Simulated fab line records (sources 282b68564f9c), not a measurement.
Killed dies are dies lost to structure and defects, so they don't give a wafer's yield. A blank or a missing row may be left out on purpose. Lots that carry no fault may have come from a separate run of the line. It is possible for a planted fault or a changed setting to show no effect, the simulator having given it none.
A struck lot beside a sound one	flow rit cmos	15 out of 202 route steps
Sound: wafers L350.3, L350.4, L350.6. Struck: wafers L363.2, L363.5 (left out: L363.3, a lot-mate that was not struck); the cause follows at the end.
Each step with rows lists, per side, the tool, then ch with its chambers, then its first start. Under that, the readings that differ: sound wafers	struck wafers	difference of the means	sigmas: that difference in standard deviations of wafers without a fault.
alike: same words and numbers on both sides, and readings whose means sit less than 2 such deviations apart. not compared: any withheld reading, any reading some wafer has no value for, any bound like >300 that may hide the same value, and any number with overlapping values for which the record gives no deviation.
The two part at a step that has a row with sigmas, a row that says differs or no value, or rows on one side only. Numbers that have no deviation but don't overlap get no sigmas and don't part them. A reading missing from all wafers of one side parts the sides only when that side holds two or more wafers.

first, 1 step without rows for these wafers: RIT_GATE_CVD_08 (deposits poly-Si from SiH4, target thk 250 nm, time 2220 s).
RIT_GATE_THK_MEAS_09:
  struck on film metro-01, day 5 10:33; sound on film metro-02, day 2 14:52
  alike: GATE_POLY_THK
then, 6 steps without rows for these wafers: RIT_GATE_HMDS_10 (prime time 60 s); RIT_GATE_COAT_11 (resist thk 850 nm); RIT_GATE_SOFTBAKE_12 (time 60 s); RIT_GATE_EXPOSE_13 (exposes mask M6, target cd 150 nm); RIT_GATE_PEB_14; RIT_GATE_DEVELOP_15 (develop time 50 s).
RIT_GATE_CD_MEAS_16: target cd 150 nm.
  struck on cd sem-02, day 5 11:56; sound on cd sem-01, day 2 15:56
  alike: cd nm
RIT_GATE_OVL_MEAS_17:
  struck on overlay-01, day 5 12:02; sound on overlay-01, day 2 16:02
  alike: GATE_OVL
then, 1 step without rows for these wafers: RIT_GATE_HARDBAKE_18 (time 60 s).
RIT_GATE_ETCH_19: etches poly-Si in SF6/CHF3/O2, stops on SiO2, time 165 s, target depth 312.5 nm.
  sound on rie si-01 ch 1,2,3, day 2 16:12; struck on rie si-02 ch 0,2, day 5 12:13
  alike: drypump motor current A, oes product au, throttle valve pct
  not compared: rf hours counter h
RIT_GATE_STRIP_20: strips in O2, time 180 s.
  sound on plasma asher-01 ch 0,1, day 2 16:22; struck on plasma asher-03 ch 0, day 5 12:20
reading	sound	struck	difference	sigmas
o2 flow sccm (sccm)	4008 3998 4019	4823 4816	+811	+62
  alike: drypump motor current A
  not compared: rf hours counter h
RIT_GATE_CD_MEAS_90: target cd 150 nm.
  struck on cd sem-02, day 5 12:32; sound on cd sem-01, day 2 16:37
  alike: cd nm
RIT_M1_PROBE_99:
  sound wafers here have rows in the record (prober-02, day 3 14:22); struck ones have none

WHERE THEY PART
Earliest at RIT_GATE_STRIP_20; latest, in this record, at RIT_M1_PROBE_99.

WHY: what the simulator had put in
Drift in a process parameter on plasma asher-03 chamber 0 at RIT_GATE_STRIP_20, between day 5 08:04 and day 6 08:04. The setting o2 flow sccm was moved by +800, starting from 4000. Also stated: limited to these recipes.
